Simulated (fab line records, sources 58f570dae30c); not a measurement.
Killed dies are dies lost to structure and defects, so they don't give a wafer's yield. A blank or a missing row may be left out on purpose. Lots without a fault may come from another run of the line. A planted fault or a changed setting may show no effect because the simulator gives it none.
One fault seen from 2 desks | flow berkeley_cmos170 | each desk has only its own numbers; what lay behind them comes last

THE TOOL OWNER'S DESK: pvd_sputter-02
The tool's own readings at UCB170_M2_SPUTTER_01 (material Al, target thk 900 nm, time 120 s): means of the sampled wafers that have a number, for each lot that ran on this tool. A lot is out of limits, marked OUT, if its mean lies more than 4 standard deviations from the usual mean; the brackets give that distance.
Columns: A = throttle_valve_pct at UCB170_M2_SPUTTER_01, usual 30.0 %
lot  | first seen here | A
L248 | day 7 23:25     | 30.5
L247 | day 8 03:22     | 30.1
L252 | day 8 12:52     | 29.4
L256 | day 9 15:17     | 30.0
L257 | day 9 20:47     | 30.2
L258 | day 10 03:28    | 30.2
This desk's finding: nothing out of limits on any of the 6 lots.

THE METROLOGY DESK
What the gauges read, lot by lot, whatever tool the lot ran on: means of the sampled wafers that have a number. A lot is out of limits, marked OUT, if its mean lies more than 4 standard deviations from the usual mean; the brackets give that distance.
Columns: A = M2_AL_RS at UCB170_M2_RS_MEAS_02, usual 0.0322 ohm/sq; B = M2_AL_THK at UCB170_M2_THK_MEAS_03, usual 890 nm
lot  | first seen here | A                | B
L248 | day 7 23:31     | 0.0323           | 886
L249 | day 7 23:45     | 0.0324           | 885
L247 | day 8 03:27     | 0.0318           | 903
L251 | day 8 03:30     | 0.0324           | 882
L250 | day 8 03:44     | 0.0321           | 891
L253 | day 8 12:44     | 0.0320           | 893
L252 | day 8 12:58     | 0.0323           | 885
L256 | day 9 15:24     | 0.0319           | 897
L257 | day 9 20:53     | 0.0504 (+50) OUT | 705 (-19) OUT
L258 | day 10 03:35    | 0.0530 (+58) OUT | 695 (-20) OUT
L267 | day 11 16:20    | 0.0319           | 898
L268 | day 11 16:30    | 0.0325           | 887
L269 | day 11 16:52    | 0.0322           | 889
L270 | day 11 16:59    | 0.0324           | 885
This desk's finding: out of limits on L257, L258; first on L257, day 9 20:53 (M2_AL_RS at UCB170_M2_RS_MEAS_02). In limits: L248, L249, L247, L251, L250, L253, L252, L256, L267, L268, L269, L270.

PUT TOGETHER
The metrology desk could have raised an alarm at day 9 20:53, on L257, L258.
The tool owner's desk saw nothing out of limits.
The tool owner's desk has L257, L258 on record, within its limits.
Of the lots named, all ran UCB170_M2_SPUTTER_01 on pvd_sputter-02.

WHAT THE SIMULATOR HAD PUT IN
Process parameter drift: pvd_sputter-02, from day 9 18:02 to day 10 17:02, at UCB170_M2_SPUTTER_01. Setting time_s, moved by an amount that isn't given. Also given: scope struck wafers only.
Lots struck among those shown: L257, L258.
Hours from the fault's start to each desk's first reading out of limits: the metrology desk, 3.
